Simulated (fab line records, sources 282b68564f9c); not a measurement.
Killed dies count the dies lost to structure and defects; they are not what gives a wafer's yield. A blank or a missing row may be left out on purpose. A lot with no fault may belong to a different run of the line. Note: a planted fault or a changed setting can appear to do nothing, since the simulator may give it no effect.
A struck lot beside a sound one | flow ritCmos | 18 out of 202 route steps
Sound: the wafers L178.4, L178.5, L178.6. Wafers struck: L186.3, L186.4, L186.5. The cause is given at the end.
Order at every step that has rows: each side's tool, ch and its chambers, its first start. Under that, the readings that differ: sound wafers | struck wafers | difference of the means | sigmas: that difference in standard deviations of wafers without a fault.
alike: readings with means less than 2 such deviations apart, plus words and numbers identical on both sides. not compared: withheld readings, readings lacking a value on some wafer, bounds such as >300 that could conceal the same value, and numbers that have no deviation in the record and whose values overlap.
A row with sigmas, a row that says differs or no value, or rows on one side alone: a step with any of these is where the two part. Numbers that don't overlap but have no deviation are shown without sigmas and don't part them. A reading missing from all wafers of one side parts the sides only when that side holds two or more wafers.

first, 4 steps without rows for these wafers: RIT_PSD_SOFTBAKE_02 (time 60 s); RIT_PSD_EXPOSE_03 (exposes mask M10, target cd 40900 nm); RIT_PSD_PEB_04; RIT_PSD_DEVELOP_05 (develop time 50 s).
RIT_PSD_OVL_MEAS_06:
  struck on overlay-01, day 5 23:32; sound on overlay-02, day 4 04:54
  alike: PSD_OVL
then, 2 steps without rows for these wafers: RIT_PSD_HARDBAKE_07 (time 60 s); RIT_PSD_IMPLANT_08.
RIT_PSD_STRIP_09: strips in O2, time 180 s.
  sound on plasmaAsher-01 ch 0,1, day 4 05:20; struck on plasmaAsher-04 ch 0,1, day 5 23:55
  alike: drypumpMotorCurrentA, rfReflPowerW
  not compared: rfHoursCounterH
RIT_PSD_TW_MEAS_10:
  struck on filmMetro-04, day 6 00:04; sound on filmMetro-01, day 4 05:29
  alike: PSD_TW
then, 3 steps without rows for these wafers: RIT_SDANNEAL_CLEAN_00 (cleans in SC1, time 600 s); RIT_SDANNEAL_CLEAN_01 (cleans in dHF, time 30 s); RIT_SDANNEAL_CLEAN_02 (cleans in SC2, time 600 s).
RIT_SDANNEAL_RTA_03: time 5 s.
  sound on rtpAnneal-02 ch 0, day 4 05:59; struck on rtpAnneal-02 ch 0, day 6 00:29
  alike: rampDownCPerS, wafer_temp_C_max
RIT_SDANNEAL_RS_MEAS_04: a four-point-probe measurement.
  struck on filmMetro-02, day 6 00:34; sound on filmMetro-01, day 4 06:04
reading         | sound             | struck            | difference | sigmas
PSD_RS (ohm/sq) | 116.1 115.8 116.0 | 114.0 113.6 113.8 | -2.2       | -6
RIT_SDANNEAL_RS_MEAS_05: a four-point-probe measurement.
  struck on filmMetro-02, day 6 00:41; sound on filmMetro-01, day 4 06:11
  alike: NSD_RS
RIT_SDANNEAL_RS_MEAS_06: a four-point-probe measurement.
  struck on filmMetro-02, day 6 00:48; sound on filmMetro-01, day 4 06:19
reading          | sound             | struck            | difference | sigmas
PLDD_RS (ohm/sq) | 179.4 178.1 178.5 | 176.5 176.9 176.8 | -1.9       | -4
RIT_SDANNEAL_RS_MEAS_07: a four-point-probe measurement.
  struck on filmMetro-02, day 6 00:55; sound on filmMetro-01, day 4 06:26
  alike: NLDD_RS
RIT_M1_PROBE_99:
  struck on prober-01, day 6 09:38; sound on prober-01, day 4 15:57
reading                                 | sound                  | struck                  | difference | sigmas
model.etest.retroEdgePmos.offLog10AUm   | -9.949 -9.849 -9.782   | -9.009 -9.086 -9.237    | +0.749     | 
model.etest.pmos_0p15.offLog10AUm       | -10.1 -9.944 -9.927    | -9.14 -9.233 -9.298     | +0.77      | 
model.etest.ring.quietLog10A (angstrom) | -7.697 -7.42 -7.441    | -6.678 -6.888 -6.909    | +0.694     | 
model.etest.pmos_0p15.bvV (V)           | 5.587 5.571 5.591      | 5.258 5.423 5.492       | -0.192     | 
model.etest.vpnp.gain                   | 1.054 1.067 1.057      | 1.162 1.141 1.12        | +0.082     | 
model.etest.diodePplusComb.cjFfUm2      | 1.973 1.987 1.968      | 2 2.01 1.999            | +0         | 
model.etest.pmos_0p15.vtSatV (V)        | -0.278 -0.2615 -0.2702 | -0.2105 -0.2179 -0.2253 | +0.0520    | 
  alike: killedAtContacts, killedAtFrontEnd, killedDies, killedOpen, killedShort
  not compared: model.etest.contactNplus.endOhmUm

WHERE THEY PART
At RIT_SDANNEAL_RS_MEAS_04 first; at RIT_SDANNEAL_RS_MEAS_06 last (within this record only). Later steps at which nothing parts them and some readings are alike: RIT_SDANNEAL_RS_MEAS_07, RIT_M1_PROBE_99.

WHY: the cause the simulator had injected
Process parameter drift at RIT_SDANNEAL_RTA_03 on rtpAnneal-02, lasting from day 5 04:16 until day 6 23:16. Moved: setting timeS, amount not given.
